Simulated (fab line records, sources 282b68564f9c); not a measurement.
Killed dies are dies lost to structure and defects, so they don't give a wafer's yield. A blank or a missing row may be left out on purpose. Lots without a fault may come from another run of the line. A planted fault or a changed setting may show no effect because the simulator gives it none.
A struck lot beside a sound one | flow rit_cmos | 43 steps out of a route of 202
Sound: wafers L705.2, L705.3, L705.5. Struck: wafers L719.3, L719.4, L719.5. The cause comes at the end.
At each step with rows: each side's tool, then ch and its chambers, then its first start. Under that, the readings that differ: sound wafers | struck wafers | difference of the means | sigmas: that difference in standard deviations of wafers without a fault.
alike: readings whose means differ by less than 2 such deviations, and words and numbers that are the same on both sides. not compared: withheld readings, readings that some wafer has no value for, bounds like >300 that may hide the same value, and numbers for which the record gives no deviation and whose values overlap.
The two part at a step that has a row with sigmas, a row that says differs or no value, or rows on one side only. Numbers that don't overlap but have no deviation are shown without sigmas and don't part them. A reading that every wafer of one side lacks parts them only if that side has two wafers or more.

first, 1 step without rows for these wafers: RIT_ACTIVE_DEVELOP_10 (develop time 50 s).
RIT_ACTIVE_CD_MEAS_11: target cd 1400 nm.
  sound on cd_sem-02, day 2 21:46; struck on cd_sem-02, day 5 18:36
  alike: cd_nm
then, 1 step without rows for these wafers: RIT_ACTIVE_HARDBAKE_12 (time 60 s).
RIT_ACTIVE_ETCH_13: etches Si3N4 in SF6, stops on SiO2, time 210 s, target depth 210 nm.
  sound on rie_diel-01 ch 1,3, day 2 22:01; struck on rie_diel-02 ch 2,3, day 5 18:56
  alike: chamber_pressure_mTorr, drypump_motor_current_A, oes_product_au, throttle_valve_pct
  not compared: rf_hours_counter_h
RIT_ACTIVE_STRIP_14: strips in O2, time 180 s.
  sound on plasma_asher-04 ch 0,1, day 2 22:08; struck on plasma_asher-02 ch 0,1, day 5 19:07
  alike: chamber_pressure_mTorr, drypump_motor_current_A, rf_refl_power_W
  not compared: rf_hours_counter_h
RIT_ACTIVE_CD_MEAS_90: target cd 1400 nm.
  sound on cd_sem-02, day 2 22:20; struck on cd_sem-02, day 5 19:16
  alike: cd_nm
then, 4 steps without rows for these wafers: RIT_ACTIVE_CLEAN_15 (cleans in SC1, time 600 s); RIT_ACTIVE_CLEAN_16 (cleans in dHF, time 30 s); RIT_ACTIVE_CLEAN_17 (cleans in SC2, time 600 s); RIT_FOX1_OXIDATION_00 (target thk 350.7 nm, ox time 1130 s).
RIT_FOX1_THK_MEAS_01:
  sound on film_metro-02, day 3 00:07; struck on film_metro-01, day 5 21:04
  alike: FOX1_OXIDE_THK
then, 1 step without rows for these wafers: RIT_FOX1_WET_ETCH_02 (etches SiO2 in BOE, target depth 350 nm, time 390 s).
RIT_FOX2_OXIDATION_00: target thk 350.7 nm, ox time 1130 s.
  sound on furnace-01 ch 0, day 3 01:02; struck on furnace-03 ch 0, day 5 21:13
  alike: ox_temp_c, spike_tc_load_C
RIT_FOX2_THK_MEAS_01:
  sound on film_metro-02, day 3 02:22; struck on film_metro-04, day 5 22:33
  alike: FOX2_OXIDE_THK
then, 2 steps without rows for these wafers: RIT_FOX2_CLEAN_02 (cleans in dHF, time 180 s); RIT_FOX2_WET_ETCH_03 (etches Si3N4 in H3PO4, target depth 195 nm, time 2700 s).
RIT_FOX2_THK_MEAS_90:
  sound on film_metro-03, day 3 03:59; struck on film_metro-04, day 5 23:25
  alike: FIELD_OXIDE_LEFT_1_THK
then, 6 steps without rows for these wafers: RIT_NWELL_HMDS_00 (prime time 60 s); RIT_NWELL_COAT_01 (resist thk 1300 nm); RIT_NWELL_SOFTBAKE_02 (time 60 s); RIT_NWELL_EXPOSE_03 (exposes mask M2, target cd 43900 nm); RIT_NWELL_PEB_04; RIT_NWELL_DEVELOP_05 (develop time 68 s).
RIT_NWELL_OVL_MEAS_06:
  sound on overlay-02, day 3 05:03; struck on overlay-02, day 6 00:22
  alike: NWELL_OVL
then, 2 steps without rows for these wafers: RIT_NWELL_HARDBAKE_07 (time 120 s); RIT_NWELL_IMPLANT_08.
RIT_NWELL_STRIP_09: strips in O2, time 180 s.
  sound on plasma_asher-01 ch 0, day 3 05:29; struck on plasma_asher-03 ch 0,1, day 6 00:50
  alike: chamber_pressure_mTorr, drypump_motor_current_A, rf_refl_power_W
  not compared: rf_hours_counter_h
RIT_NWELL_TW_MEAS_10:
  sound on film_metro-04, day 3 05:40; struck on film_metro-01, day 6 00:58
  alike: NWELL_TW
then, 6 steps without rows for these wafers: RIT_PWELL_HMDS_00 (prime time 60 s); RIT_PWELL_COAT_01 (resist thk 1300 nm); RIT_PWELL_SOFTBAKE_02 (time 60 s); RIT_PWELL_EXPOSE_03 (exposes mask M3, target cd 43700 nm); RIT_PWELL_PEB_04; RIT_PWELL_DEVELOP_05 (develop time 68 s).
RIT_PWELL_OVL_MEAS_06:
  sound on overlay-02, day 3 06:44; struck on overlay-01, day 6 01:56
  alike: PWELL_OVL
then, 2 steps without rows for these wafers: RIT_PWELL_HARDBAKE_07 (time 120 s); RIT_PWELL_IMPLANT_08.
RIT_PWELL_STRIP_09: strips in O2, time 180 s.
  sound on plasma_asher-04 ch 0,1, day 3 07:11; struck on plasma_asher-03 ch 0,1, day 6 02:25
  alike: chamber_pressure_mTorr, drypump_motor_current_A, rf_refl_power_W
  not compared: rf_hours_counter_h
RIT_PWELL_TW_MEAS_10:
  sound on film_metro-01, day 3 07:22; struck on film_metro-04, day 6 02:34
  alike: PWELL_TW
then, 1 step without rows for these wafers: RIT_WELLDRIVE_ANNEAL_00 (time 14700 s).
RIT_WELLDRIVE_RS_MEAS_01: measures by four-point-probe.
  sound on film_metro-02, day 3 12:31; struck on film_metro-01, day 6 07:43
  alike: NWELL_RS
RIT_WELLDRIVE_RS_MEAS_02: measures by four-point-probe.
  sound on film_metro-02, day 3 12:38; struck on film_metro-01, day 6 07:50
  alike: PWELL_RS
RIT_M1_PROBE_99:
  sound on prober-02, day 4 18:09; struck on prober-02, day 7 15:56
  reading                                            | sound                | struck               | difference | sigmas
  model.etest.pmos_0p15.gate_log10_a_cm2             | -6.635 -6.654 -6.643 | -2.735 -2.667 -2.838 | +3.897     |
  model.etest.nmos_0p15.gate_log10_a_cm2             | -5.583 -5.38 -5.621  | -2.074 -2.248 -2.229 | +3.344     |
  model.etest.gate_to_diffusion_comb.leak_log10_a_um | -12.38 -12.23 -12.39 | -9.143 -9.226 -9.21  | +3.140     |
  model.etest.diode_nwell_sub.leak_log10_a_cm2       | -7.345 -7.465 -7.888 | -5.746 -5.787 -5.818 | +1.782     |
  model.etest.pmos_0p15.gate_bv_v (V)                | 4.733 4.767 4.771    | 3.236 3.288 3.293    | -1.485     |
  model.etest.nmos_0p15.gate_bv_v (V)                | 4.847 4.861 4.864    | 3.346 3.383 3.375    | -1.489     |
  model.etest.pmos_0p15.bv_v (V)                     | 5.648 5.68 5.676     | 4.411 4.46 4.464     | -1.223     |
  model.etest.pmos_0p3.bv_v (V)                      | 5.648 5.679 5.676    | 4.411 4.46 4.464     | -1.223     |
  alike: killed_at_contacts, killed_at_front_end, killed_dies, killed_open, killed_short

WHERE THEY PART
Nowhere in this record.

WHY: what the simulator had put in
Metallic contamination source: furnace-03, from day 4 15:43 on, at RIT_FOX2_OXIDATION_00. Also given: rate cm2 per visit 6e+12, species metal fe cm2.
